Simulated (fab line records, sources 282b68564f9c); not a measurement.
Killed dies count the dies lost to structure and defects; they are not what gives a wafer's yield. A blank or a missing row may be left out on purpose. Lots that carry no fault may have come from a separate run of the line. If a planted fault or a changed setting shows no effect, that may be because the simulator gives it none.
fab line records -- flow ritCmos
record lots=6, wafers=18, lastDay=7
route steps=202 shown CONTACT@172 M1@184
lots that met no fault: taken from a fault-free run of the same line
startH: hours from the record's first day to the start of the lot's first wafer shown -- waitH: hours elapsed since this lot's preceding step -- " identical to the entry in the row above -- L1.1+2: several wafers, shown together as one row -- - value missing, or start not given -- * or withheld: withheld -- < > ~ a bound
route shown NAME@n: a module of which the file shows steps, and the number in the route of the first -- usual: the fault-free wafers' mean and standard deviation -- same: alike in all rows -- chamber/n: place in a boat -- sites: readings site by site -- _std_site: standard deviation of those values -- _edge_site: the outer-site mean with the inner-site mean subtracted -- radiusMm: how far each site lies from the wafer's centre -- mask NAME#n: copy n -- behind: the last tool/chamber to shape the wafer -- hold: what put the lot on hold/how long, in hours/how the hold closed -- device: names the non-switching transistor (n, p or np) -- end of line: the tests these same wafers got at the end of their route -- step lacking rows: just its recipe -- killed: the dies lost at the first sort to structure and to defects; this is not the yield of the wafer -- map: dies across one wafer; x = killed, . = not, _ = none there
set.NAME: the setting as run; set.NAME@STEP: as run at that earlier step -- model.NAME: the simulator's own value behind a step, which no gauge read
certain route steps with their lots: each step a table, each wafer a row
services: the hour from which a tool's chamber was out of use, counted from the record's first day as startH (under 0 if before that day), plus the number of hours and why
## steps
# step RIT_CONTACT_SOFTBAKE_04
# recipe resist=NOVOLAK, tempC=90, timeS=60
# step RIT_CONTACT_EXPOSE_05
# recipe maskId=M11, na=0.6, sourceShape=conventional, sigmaOuter=0.5, targetCdNm=1000, doseMj=250
# step RIT_CONTACT_PEB_06
# recipe resist=NOVOLAK, tempC=withheld, timeS=withheld
# step RIT_CONTACT_DEVELOP_07
# recipe resist=NOVOLAK, developTimeS=114.2, devTempC=23
# step RIT_CONTACT_CD_MEAS_08
# recipe targetCdNm=1000
# usual cdNm=999.8/2.2
lot.wafer,tool,chamber,startH,waitH,cdNm
L511.1,cdSem-01,-,73.73,-,998.6
L511.3,cdSem-01,-,73.73,-,1001.2
L511.4,cdSem-01,-,73.73,-,1000.3
L514.1,cdSem-01,-,90.26,-,1003.8
L514.3,cdSem-01,-,90.26,-,1001.7
L514.4,cdSem-01,-,90.26,-,1004.7
L517.1,cdSem-02,-,99.31,-,998.3
L517.3,cdSem-02,-,99.31,-,997.4
L517.4,cdSem-02,-,99.31,-,997.3
L522.1,cdSem-01,-,127.76,-,1000.6
L522.2,cdSem-01,-,127.76,-,1001.2
L522.6,cdSem-01,-,127.76,-,1001.2
L526.3,cdSem-01,-,143.08,-,1001.8
L526.4,cdSem-01,-,143.08,-,1000.7
L526.5,cdSem-01,-,143.08,-,1002.9
L531.1,cdSem-02,-,170.97,-,1002.9
L531.2,cdSem-02,-,170.97,-,1002.1
L531.4,cdSem-02,-,170.97,-,1005.3
# step RIT_CONTACT_OVL_MEAS_09
# usual CONTACT_OVL=-0.6/1.6
lot.wafer,tool,chamber,startH,waitH,CONTACT_OVL[nm]
L511.1,overlay-01,-,73.85,0.1,-2.7
L511.3,overlay-01,-,73.85,0.1,0.1
L511.4,overlay-01,-,73.85,0.1,-0.9
L514.1,overlay-02,-,90.38,0.1,0.5
L514.3,overlay-02,-,90.38,0.1,-1.1
L514.4,overlay-02,-,90.38,0.1,-1.8
L517.1,overlay-01,-,99.43,0.1,0.1
L517.3,overlay-01,-,99.43,0.1,1.1
L517.4,overlay-01,-,99.43,0.1,0.5
L522.1,overlay-01,-,127.88,0.1,0.5
L522.2,overlay-01,-,127.88,0.1,-0.5
L522.6,overlay-01,-,127.88,0.1,-1.1
L526.3,overlay-02,-,143.17,0.1,-3.6
L526.4,overlay-02,-,143.17,0.1,-3.5
L526.5,overlay-02,-,143.17,0.1,-3.1
L531.1,overlay-01,-,171.09,0.1,-0.3
L531.2,overlay-01,-,171.09,0.1,1.2
L531.4,overlay-01,-,171.09,0.1,-0.2
# step RIT_CONTACT_HARDBAKE_10
# recipe resist=NOVOLAK, tempC=140, timeS=60
# step RIT_CONTACT_ETCH_11
# recipe targetDepthA=4800, overEtchFrac=0.2, stopOn=TiSi2, chemistry=CHF3/CF4/Ar, target=SiO2, CHF3_flow_sccm=50, cf4FlowSccm=10, Ar_flow_sccm=100, O2_flow_sccm=5, pressureMtorr=100, rfW=200, timeS=320
# usual CHF3_flow_sccm=50.01/0.15, O2_flow_sccm=4.998/0.015, drypumpMotorCurrentA=5.7/0.49, mfcArSccm=100.03/0.27, oesProductAu=0.987/0.017, throttleValvePct=8.90/0.13
lot.wafer,tool,chamber,startH,waitH,CHF3_flow_sccm,O2_flow_sccm,drypumpMotorCurrentA,mfcArSccm,oesProductAu,rfHoursCounterH,throttleValvePct
L511.1,rieDiel-02,1,74.26,0.1,49.96,4.999,6.5,99.75,1.000,114,8.72
L511.3,rieDiel-02,3,74.26,0.1,49.88,5.021,6.3,100.18,1.013,55,9.00
L511.4,rieDiel-02,2,74.26,0.1,49.98,4.996,5.9,100.53,1.007,49,8.81
L514.1,rieDiel-04,1,90.56,0.1,50.28,4.986,5.6,100.24,0.978,89,8.79
L514.3,rieDiel-04,3,90.56,0.1,49.92,4.999,5.4,99.75,0.991,19,8.93
L514.4,rieDiel-04,2,90.56,0.1,50.07,4.979,5.4,99.87,0.967,39,8.81
L517.1,rieDiel-04,0,99.61,0.1,50.10,5.019,5.9,100.06,0.979,5,9.00
L517.3,rieDiel-04,2,99.61,0.1,49.89,4.994,5.4,99.97,0.979,40,8.81
L517.4,rieDiel-04,3,99.61,0.1,50.03,5.020,5.4,99.94,0.993,19,8.91
L522.1,rieDiel-02,2,128.06,0.1,49.97,4.978,5.9,100.13,1.005,50,8.82
L522.2,rieDiel-02,3,128.06,0.1,50.15,4.967,6.4,100.40,1.013,56,9.00
L522.6,rieDiel-02,1,128.06,0.1,50.00,5.006,6.5,99.98,1.005,-,8.73
L526.3,rieDiel-01,2,143.35,0.1,49.86,4.965,5.9,99.69,0.964,153,8.71
L526.4,rieDiel-01,3,143.35,0.1,49.93,4.996,5.7,100.22,0.968,110,8.98
L526.5,rieDiel-01,0,143.35,0.1,49.76,4.998,4.9,100.49,0.962,-,9.12
L531.1,rieDiel-02,1,171.27,0.1,49.84,4.988,6.5,99.95,1.001,116,8.74
L531.2,rieDiel-02,2,171.27,0.1,50.23,5.013,5.9,100.44,0.998,51,8.82
L531.4,rieDiel-02,0,171.27,0.1,50.01,4.995,4.9,100.16,0.987,18,9.02
# step RIT_CONTACT_STRIP_12
# recipe chemistry=O2, timeS=180, resist=NOVOLAK, platenTempC=withheld, powerW=500, pressureMtorr=4000, o2FlowSccm=4000
# usual drypumpMotorCurrentA=5.6/0.55
lot.wafer,tool,chamber,startH,waitH,drypumpMotorCurrentA,rfHoursCounterH
L511.1,plasmaAsher-03,1,74.45,0.1,5.5,42
L511.3,plasmaAsher-03,0,74.45,0.1,5.2,-
L511.4,plasmaAsher-03,1,74.45,0.1,5.5,-
L514.1,plasmaAsher-04,0,90.76,0.1,5.4,43
L514.3,plasmaAsher-04,1,90.76,0.1,6.6,-
L514.4,plasmaAsher-04,0,90.76,0.1,5.4,-
L517.1,plasmaAsher-03,1,99.81,0.1,5.5,45
L517.3,plasmaAsher-03,1,99.81,0.1,5.5,-
L517.4,plasmaAsher-03,0,99.81,0.1,5.3,-
L522.1,plasmaAsher-04,0,128.26,0.1,5.4,48
L522.2,plasmaAsher-04,1,128.26,0.1,6.6,48
L522.6,plasmaAsher-04,0,128.26,0.1,5.4,-
L526.3,plasmaAsher-01,0,143.60,0.2,4.9,-
L526.4,plasmaAsher-01,1,143.60,0.2,6.4,-
L526.5,plasmaAsher-01,0,143.60,0.2,4.9,-
L531.1,plasmaAsher-04,0,171.47,0.1,5.4,52
L531.2,plasmaAsher-04,1,171.47,0.1,6.6,52
L531.4,plasmaAsher-04,1,171.47,0.1,6.6,-
# step RIT_CONTACT_CD_MEAS_90
# recipe targetCdNm=1000
# usual cdNm=999.8/2.3
lot.wafer,tool,chamber,startH,waitH,cdNm
L511.1,cdSem-02,-,74.63,0.1,999.5
L511.3,cdSem-02,-,74.63,0.1,1000.8
L511.4,cdSem-02,-,74.63,0.1,1000.0
L514.1,cdSem-01,-,90.93,0.1,1003.2
L514.3,cdSem-01,-,90.93,0.1,1000.7
L514.4,cdSem-01,-,90.93,0.1,1004.8
L517.1,cdSem-02,-,99.98,0.1,998.3
L517.3,cdSem-02,-,99.98,0.1,998.0
L517.4,cdSem-02,-,99.98,0.1,996.8
L522.1,cdSem-02,-,128.43,0.1,1000.9
L522.2,cdSem-02,-,128.43,0.1,1000.7
L522.6,cdSem-02,-,128.43,0.1,1001.5
L526.3,cdSem-02,-,143.76,0.1,1002.1
L526.4,cdSem-02,-,143.76,0.1,1000.4
L526.5,cdSem-02,-,143.76,0.1,1003.6
L531.1,cdSem-01,-,171.64,0.1,1003.2
L531.2,cdSem-01,-,171.64,0.1,1003.1
L531.4,cdSem-01,-,171.64,0.1,1004.8
# step RIT_CONTACT_CLEAN_13
# recipe chemistry=SC1, mix=3:3:50, timeS=600, tempC=75
# step RIT_CONTACT_CLEAN_14
# recipe chemistry=SC2, mix=3:3:50, timeS=600, tempC=75, dry=n2Spin
# step RIT_M1_SPUTTER_00
# recipe material=Al, targetThkNm=400, powerW=2000, chamberPressurePa=0.4, gas=Ar, timeS=500, substrateTempC=25
# usual substrateTempC=25.01/0.094, throttleValvePct=30.2/0.92
lot.wafer,tool,chamber,startH,waitH,substrateTempC,throttleValvePct
L511.1,pvdSputter-02,-,75.10,0.0,25.01,29.5
L511.3,pvdSputter-02,-,75.10,0.0,25.05,30.8
L511.4,pvdSputter-02,-,75.10,0.0,24.90,29.8
L514.1,pvdSputter-03,-,91.40,0.0,24.98,30.5
L514.3,pvdSputter-03,-,91.40,0.0,25.02,29.4
L514.4,pvdSputter-03,-,91.40,0.0,25.02,28.4
L517.1,pvdSputter-01,-,100.45,0.0,24.94,31.8
L517.3,pvdSputter-01,-,100.45,0.0,25.01,29.2
L517.4,pvdSputter-01,-,100.45,0.0,25.04,29.5
L522.1,pvdSputter-03,-,128.90,0.0,25.10,28.4
L522.2,pvdSputter-03,-,128.90,0.0,25.04,29.8
L522.6,pvdSputter-03,-,128.90,0.0,24.93,29.7
L526.3,pvdSputter-03,-,144.20,0.0,24.97,30.5
L526.4,pvdSputter-03,-,144.20,0.0,25.06,28.5
L526.5,pvdSputter-03,-,144.20,0.0,24.91,31.0
L531.1,pvdSputter-01,-,172.11,0.0,24.99,31.8
L531.2,pvdSputter-01,-,172.11,0.0,25.13,29.6
L531.4,pvdSputter-01,-,172.11,0.0,25.05,30.3
# step RIT_M1_RS_MEAS_01
# recipe thkMeasGauge=four-point-probe, reads=Al_of_M1_SPUTTER_00
# usual M1_AL_RS=0.0731/0.0007
lot.wafer,tool,chamber,startH,waitH,M1_AL_RS[ohm/sq]
L511.1,filmMetro-04,-,75.39,0.1,0.0736
L511.3,filmMetro-04,-,75.39,0.1,0.0737
L511.4,filmMetro-04,-,75.39,0.1,0.0739
L514.1,filmMetro-02,-,91.70,0.1,0.0719
L514.3,filmMetro-02,-,91.70,0.1,0.0731
L514.4,filmMetro-02,-,91.70,0.1,0.0726
L517.1,filmMetro-02,-,100.75,0.1,0.0735
L517.3,filmMetro-02,-,100.75,0.1,0.0742
L517.4,filmMetro-02,-,100.75,0.1,0.0733
L522.1,filmMetro-04,-,129.20,0.1,0.0832
L522.2,filmMetro-04,-,129.20,0.1,0.0852
L522.6,filmMetro-04,-,129.20,0.1,0.0858
L526.3,filmMetro-04,-,144.57,0.2,0.0865
L526.4,filmMetro-04,-,144.57,0.2,0.0864
L526.5,filmMetro-04,-,144.57,0.2,0.0868
L531.1,filmMetro-02,-,172.41,0.1,0.0723
L531.2,filmMetro-02,-,172.41,0.1,0.0724
L531.4,filmMetro-02,-,172.41,0.1,0.0724
# step RIT_M1_THK_MEAS_02
# recipe thkMeasGauge=xrf, reads=Al_of_M1_SPUTTER_00
# usual M1_AL_THK=397/3.6
lot.wafer,tool,chamber,startH,waitH,M1_AL_THK[nm]
L511.1,filmMetro-04,-,75.51,0.1,394
L511.3,filmMetro-04,-,75.51,0.1,392
L511.4,filmMetro-04,-,75.51,0.1,396
L514.1,filmMetro-02,-,91.82,0.1,403
L514.3,filmMetro-02,-,91.82,0.1,393
L514.4,filmMetro-02,-,91.82,0.1,399
L517.1,filmMetro-02,-,100.87,0.1,395
L517.3,filmMetro-02,-,100.87,0.1,391
L517.4,filmMetro-02,-,100.87,0.1,395
L522.1,filmMetro-04,-,129.32,0.1,359
L522.2,filmMetro-04,-,129.32,0.1,349
L522.6,filmMetro-04,-,129.32,0.1,347
L526.3,filmMetro-04,-,144.67,0.1,348
L526.4,filmMetro-04,-,144.67,0.1,346
L526.5,filmMetro-04,-,144.67,0.1,344
L531.1,filmMetro-02,-,172.53,0.1,397
L531.2,filmMetro-02,-,172.53,0.1,397
L531.4,filmMetro-02,-,172.53,0.1,401
# step RIT_M1_HMDS_03
# recipe primeTimeS=60, primeTempC=140
# step RIT_M1_COAT_04
# recipe resist=NOVOLAK, spinRpm=2000, resistThkNm=1300
# step RIT_M1_SOFTBAKE_05
# recipe resist=NOVOLAK, tempC=90, timeS=60
# step RIT_M1_EXPOSE_06
# recipe maskId=M12, na=0.6, sourceShape=conventional, sigmaOuter=0.5, targetCdNm=2600, doseMj=250
# step RIT_M1_PEB_07
# recipe resist=NOVOLAK, tempC=withheld, timeS=withheld
# step RIT_M1_DEVELOP_08
# recipe resist=NOVOLAK, developTimeS=68, devTempC=23.4
# step RIT_M1_CD_MEAS_09
# recipe targetCdNm=2600
# usual cdNm=2600.2/2
lot.wafer,tool,chamber,startH,waitH,cdNm
L511.1,cdSem-01,-,76.59,-,2598.7
L511.3,cdSem-01,-,76.59,-,2600.5
L511.4,cdSem-01,-,76.59,-,2599.9
L514.1,cdSem-01,-,92.87,-,2598.7
L514.3,cdSem-01,-,92.87,-,2598.0
L514.4,cdSem-01,-,92.87,-,2600.6
L517.1,cdSem-02,-,101.93,-,2597.5
L517.3,cdSem-02,-,101.93,-,2596.4
L517.4,cdSem-02,-,101.93,-,2599.6
L522.1,cdSem-01,-,130.26,-,2599.7
L522.2,cdSem-01,-,130.26,-,2600.4
L522.6,cdSem-01,-,130.26,-,2602.3
L526.3,cdSem-01,-,145.76,-,2601.8
L526.4,cdSem-01,-,145.76,-,2602.7
L526.5,cdSem-01,-,145.76,-,2603.5
L531.1,cdSem-02,-,173.47,-,2602.1
L531.2,cdSem-02,-,173.47,-,2602.1
L531.4,cdSem-02,-,173.47,-,2600.8
# step RIT_M1_OVL_MEAS_10
# usual M1_OVL=0.1/1.4
lot.wafer,tool,chamber,startH,waitH,M1_OVL[nm]
L511.1,overlay-01,-,76.71,0.1,-0.1
L511.3,overlay-01,-,76.71,0.1,-1.5
L511.4,overlay-01,-,76.71,0.1,0.4
L514.1,overlay-02,-,92.99,0.1,-0.1
L514.3,overlay-02,-,92.99,0.1,-1.8
L514.4,overlay-02,-,92.99,0.1,0.0
L517.1,overlay-01,-,102.05,0.1,0.3
L517.3,overlay-01,-,102.05,0.1,-1.0
L517.4,overlay-01,-,102.05,0.1,0.6
L522.1,overlay-01,-,130.38,0.1,3.6
L522.2,overlay-01,-,130.38,0.1,0.7
L522.6,overlay-01,-,130.38,0.1,3.2
L526.3,overlay-01,-,145.85,0.1,1.4
L526.4,overlay-01,-,145.85,0.1,2.0
L526.5,overlay-01,-,145.85,0.1,1.4
L531.1,overlay-01,-,173.59,0.1,1.8
L531.2,overlay-01,-,173.59,0.1,0.8
L531.4,overlay-01,-,173.59,0.1,0.2
# step RIT_M1_HARDBAKE_11
# recipe resist=NOVOLAK, tempC=140, timeS=120
# step RIT_M1_METAL_ETCH_12
# recipe stopOn=SiO2, chemistry=Cl2/BCl3, target=Al, timeS=165, overEtchFrac=0.5, pressureMtorr=100, targetDepthA=6000, rfW=250, Cl2_flow_sccm=60, bcl3FlowSccm=50
# usual drypumpMotorCurrentA=5.50/0.26, oesProductAu=0.781/0.015, throttleValvePct=8.16/0.11
lot.wafer,tool,chamber,startH,waitH,drypumpMotorCurrentA,oesProductAu,rfHoursCounterH,throttleValvePct
L511.1,rieMetal-03,0,77.00,0.2,5.32,0.791,4,8.09
L511.3,rieMetal-03,1,77.00,0.2,6.08,0.760,-,8.01
L511.4,rieMetal-03,0,77.00,0.2,5.32,0.795,-,8.08
L514.1,rieMetal-03,0,93.27,0.2,5.33,0.811,4,8.10
L514.3,rieMetal-03,1,93.27,0.2,6.02,0.759,-,7.98
L514.4,rieMetal-03,0,93.27,0.2,5.36,0.803,-,8.09
L517.1,rieMetal-03,0,102.34,0.2,5.34,0.804,4,8.08
L517.3,rieMetal-03,0,102.34,0.2,5.35,0.786,-,8.10
L517.4,rieMetal-03,1,102.34,0.2,6.06,0.758,-,8.00
L522.1,rieMetal-01,1,130.66,0.2,5.50,0.752,38,8.33
L522.2,rieMetal-01,0,130.66,0.2,5.38,0.735,34,8.22
L522.6,rieMetal-01,0,130.66,0.2,5.38,0.734,-,8.20
L526.3,rieMetal-02,0,146.18,0.2,5.24,0.720,-,8.12
L526.4,rieMetal-02,1,146.18,0.2,5.56,0.713,-,8.27
L526.5,rieMetal-02,1,146.18,0.2,5.57,0.715,-,8.28
L531.1,rieMetal-01,1,173.87,0.2,5.42,0.765,0,8.32
L531.2,rieMetal-01,0,173.87,0.2,5.39,0.778,0,8.19
L531.4,rieMetal-01,0,173.87,0.2,5.40,0.768,-,8.20
# step RIT_M1_STRIP_13
# recipe chemistry=nmp, resist=NOVOLAK, tempC=80, timeS=600, dry=n2Spin
# step RIT_M1_PROBE_99
# usual defectLimitedYield=97.7/1.2, killedAtFrontEnd=6/3.1, killedDies=6/3.1, killedOpen=2.9/2, killedShort=3.3/2, sort_bin_3_pad_short=0.1/0.2, sort_bin_5_function=1.3/0.81, sort_bin_6_memory=0.9/0.61, sortNPass=258/3.1, sortYieldPct=97.7/1.2
# same grossDies=264, killed_at_M0_to_M3=0, killed_at_M4_up=0, killedAtBackSide=0, killedAtContacts=0, killedAtOther=0
lot.wafer,tool,chamber,startH,waitH,defectLimitedYield[%],killedAtFrontEnd,killedDies,killedOpen,killedShort,sort_bin_3_pad_short[%],sort_bin_5_function[%],sort_bin_6_memory[%],sortNPass,sortYieldPct[%]
L511.1,prober-01,-,79.25,0.1,97.0,8,8,4,4,0,1.1,1.9,256,97.0
L511.3,prober-01,-,79.35,0.2,98.5,4,4,2,2,0,1.1,0.4,260,98.5
L511.4,prober-01,-,79.40,0.2,97.3,7,7,3,4,0.4,0.4,1.9,257,97.3
L514.1,prober-02,-,95.53,0.1,97.7,6,6,3,3,0.4,0.8,1.1,258,97.7
L514.3,prober-02,-,95.63,0.2,97.7,6,6,3,3,0,1.5,0.8,258,97.7
L514.4,prober-02,-,95.68,0.2,98.1,5,5,2,3,0,0.8,1.1,259,98.1
L517.1,prober-01,-,105.46,0.1,96.6,9,9,5,4,0,1.9,1.5,255,96.6
L517.3,prober-01,-,105.56,0.2,97.7,6,6,1,5,0.4,1.5,0.4,258,97.7
L517.4,prober-01,-,105.61,0.2,98.1,5,5,1,4,0,1.5,0.4,259,98.1
L522.1,prober-02,-,132.92,0.1,97.0,8,8,5,3,0,2.3,0.8,256,97.0
L522.2,prober-02,-,132.97,0.1,95.8,11,11,5,6,0,2.7,1.5,253,95.8
L522.6,prober-02,-,133.17,0.2,96.6,9,9,2,6,0,2.3,1.1,255,96.6
L526.3,prober-02,-,148.48,0.2,98.9,3,3,1,2,0,0.8,0.4,261,98.9
L526.4,prober-02,-,148.53,0.2,98.5,4,4,1,3,0,0.8,0.8,260,98.5
L526.5,prober-02,-,148.58,0.2,99.2,2,2,0,2,0.4,0.4,0,262,99.2
L531.1,prober-01,-,176.13,0.1,95.1,13,13,4,9,0.4,2.7,1.9,251,95.1
L531.2,prober-01,-,176.18,0.1,97.0,8,8,4,4,0,1.5,1.5,256,97.0
L531.4,prober-01,-,176.28,0.2,98.1,5,5,3,2,0,1.1,0.8,259,98.1
# killed by level:class
L511.1 FOX1:geometricParticle:short=2 FOX1:geometricParticle:open=2 GATE:geometricParticle:open=2 FOX2:geometricParticle:short=1 GATE:geometricParticle:short=1
L511.3 GATE:geometricParticle:short=2 GATE:geometricParticle:open=2
L511.4 FOX1:geometricParticle:open=2 FOX1:geometricParticle:short=2 GATE:geometricParticle:short=1 SILICIDE:geometricParticle:open=1 SILICIDE:geometricParticle:short=1
L514.1 FOX1:geometricParticle:short=2 GATE:geometricParticle:open=2 GATE:geometricParticle:short=1 SPACER:geometricParticle:open=1
L514.3 REOX:geometricParticle:open=2 FOX1:geometricParticle:short=1 GATE:geometricParticle:short=1 SPACER:geometricParticle:open=1 SILICIDE:geometricParticle:short=1
L514.4 GATE:geometricParticle:open=2 SILICIDE:geometricParticle:short=2 FOX2:geometricParticle:short=1
L517.1 GATE:geometricParticle:short=3 GATE:geometricParticle:open=2 FOX1:geometricParticle:open=1 FOX2:geometricParticle:open=1 REOX:geometricParticle:short=1 SPACER:geometricParticle:open=1
L517.3 SPACER:geometricParticle:short=2 FOX2:geometricParticle:short=1 FOX2:geometricParticle:open=1 GATE:geometricParticle:short=1 REOX:geometricParticle:short=1
L517.4 REOX:geometricParticle:short=2 FOX1:geometricParticle:short=1 GATE:geometricParticle:open=1 SPACER:geometricParticle:short=1
L522.1 FOX1:geometricParticle:open=2 GATE:geometricParticle:open=2 FOX2:geometricParticle:short=1 GATE:geometricParticle:short=1 SILICIDE:geometricParticle:open=1 SILICIDE:geometricParticle:short=1
L522.2 SPACER:geometricParticle:short=3 FOX1:geometricParticle:open=2 SILICIDE:geometricParticle:short=2 GATE:geometricParticle:short=1 GATE:geometricParticle:open=1 SPACER:geometricParticle:open=1 SILICIDE:geometricParticle:open=1
L522.6 FOX1:geometricParticle:short=2 GATE:geometricParticle:open=2 REOX:geometricParticle:short=2 GATE:geometricParticle:short=1 SPACER:geometricParticle:short=1 ACTIVE:coatMicrobubblePrinted=1
L526.3 FOX1:geometricParticle:short=1 GATE:geometricParticle:open=1 SILICIDE:geometricParticle:short=1
L526.4 GATE:geometricParticle:open=1 GATE:geometricParticle:short=1 REOX:geometricParticle:short=1 SILICIDE:geometricParticle:short=1
L526.5 SILICIDE:geometricParticle:short=2
L531.1 SPACER:geometricParticle:short=3 SILICIDE:geometricParticle:short=3 GATE:geometricParticle:short=2 REOX:geometricParticle:open=2 FOX1:geometricParticle:open=1 FOX1:geometricParticle:short=1 SPACER:geometricParticle:open=1
L531.2 FOX1:geometricParticle:short=2 GATE:geometricParticle:short=2 FOX2:geometricParticle:open=1 GATE:geometricParticle:open=1 SPACER:geometricParticle:open=1 SILICIDE:geometricParticle:open=1
L531.4 FOX2:geometricParticle:open=3 GATE:geometricParticle:short=1 SPACER:geometricParticle:short=1
## services
tool,chamber,startH,hours,kind
rieDiel-02,0,51.74,13.6,repair
rieMetal-03,1,52.90,10.5,repair
rieMetal-02,-,73.94,0.8,repair
pvdSputter-03,-,75.64,2.5,repair
rieMetal-02,-,82.15,1.3,repair
rieDiel-01,1,86.71,-,clean
rieDiel-01,1,86.71,-,consumableReplace:esc
rieDiel-01,1,86.71,20.6,scheduledDown
rieDiel-01,1,86.71,20.6,ventCycle
plasmaAsher-03,-,88.64,1.2,repair
plasmaAsher-03,-,108.75,9.0,pm
plasmaAsher-03,0,108.75,9.0,ventCycle
plasmaAsher-03,1,108.75,9.0,ventCycle
rieDiel-01,2,114.80,1.8,repair
plasmaAsher-03,0,117.75,-,clean
plasmaAsher-03,1,117.75,-,clean
rieMetal-01,-,136.12,20.0,pm
rieMetal-01,0,136.12,20.0,ventCycle
rieMetal-01,1,136.12,20.0,ventCycle
rieDiel-01,2,144.00,-,clean
rieDiel-01,2,144.00,28.4,scheduledDown
rieDiel-01,1,149.95,4.8,repair
rieMetal-01,0,156.12,-,clean
rieMetal-01,1,156.12,-,clean
## key
firstSign step=RIT_M1_RS_MEAS_01, reading=M1_AL_RS, direction=up, sigmas=18, usual=0.0731, struck=0.0857
effect step=RIT_M1_THK_MEAS_02, reading=M1_AL_THK, direction=down, sigmas=14, usual=397, struck=349
effect step=RIT_M1_METAL_ETCH_12, reading=oesProductAu, direction=down, sigmas=3.5, usual=0.781, struck=0.728
metAt RIT_M1_SPUTTER_00
struckWafers L522.1,L522.2,L522.6,L526.3,L526.4,L526.5
onsetBetween 91.40 128.90
fault kind=siteProfileDrift, tool=pvdSputter-03, chamber=-, onsetH=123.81, steps=RIT_M1_SPUTTER_00, basis=fraction, maxAbsDrift=0.28466, slopeSharePerHr=63.257, sitePattern=0,0,0,0,0,-1,-1,-1,-1
